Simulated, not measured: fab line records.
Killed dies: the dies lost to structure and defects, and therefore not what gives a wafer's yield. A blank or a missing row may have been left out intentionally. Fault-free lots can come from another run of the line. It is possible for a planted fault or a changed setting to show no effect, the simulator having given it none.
Which tool did it? ; flow rit_cmos ; Sampling: 6 lots, 18 wafers, 2 of 202 route steps

== WHAT EACH GAUGE READ, for each wafer ==
RIT_M1_RS_MEAS_01: a four-point-probe measurement.
lot;measured;on;M1_AL_RS (ohm/sq)
L525;day 3 09:23;film_metro-02;0.0725 0.0717 0.0718
L528;day 4 03:29;film_metro-02;0.0724 0.0731 0.0730
L530;day 4 12:14;film_metro-02;0.0728 0.0730 0.0733
L539;day 6 13:20;film_metro-02;0.0729 0.0563 0.0727
L541;day 6 19:35;film_metro-01;0.0739 0.0735 0.0741
L544;day 7 09:10;film_metro-01;0.0732 0.0719 0.0724

== EACH LOT AND THE TOOL THAT RAN IT (in order: tool; ch and the chambers of the sampled wafers; start) ==
lot;RIT_M1_SPUTTER_00
L525;pvd_sputter-03, day 3 09:05
L528;pvd_sputter-02, day 4 03:11
L530;pvd_sputter-02, day 4 11:53
L539;pvd_sputter-03, day 6 13:01
L541;pvd_sputter-02, day 6 19:17
L544;pvd_sputter-04, day 7 08:49
- RIT_M1_SPUTTER_00: material Al, target thk 400 nm, time 500 s.

== THE ANSWER, worked out from the rows above alone ==
Rule: usual is defined by the lots themselves. The widest of any qualifying gaps counts: lots, ordered by their means at a reading, are off when they make up no more than a third of the lots, leave a main group of 4 or more, and stand apart from it by 3 or more times the standard deviation of that group's means. A main group whose means are all the same, to the digits that the tables above print for the reading, isn't used. A lot without any number at a reading at which 4 lots or more have one is off too. All remaining lots with rows at the step are treated as sound.
Off: at RIT_M1_RS_MEAS_01 (M1_AL_RS), L539. The main group: mean 0.0728 ohm/sq, standard deviation 0.00061.
A tool fits if, at a process step before that reading, it ran every lot that is off, and no sound lot after the first of them. Gauges at RIT_M1_RS_MEAS_01: tried the same way as those tools. Can't be told from this: 2 tools fit, pvd_sputter-03 at RIT_M1_SPUTTER_00, film_metro-02 at RIT_M1_RS_MEAS_01.

== WHAT WAS PUT IN BY THE SIMULATOR ==
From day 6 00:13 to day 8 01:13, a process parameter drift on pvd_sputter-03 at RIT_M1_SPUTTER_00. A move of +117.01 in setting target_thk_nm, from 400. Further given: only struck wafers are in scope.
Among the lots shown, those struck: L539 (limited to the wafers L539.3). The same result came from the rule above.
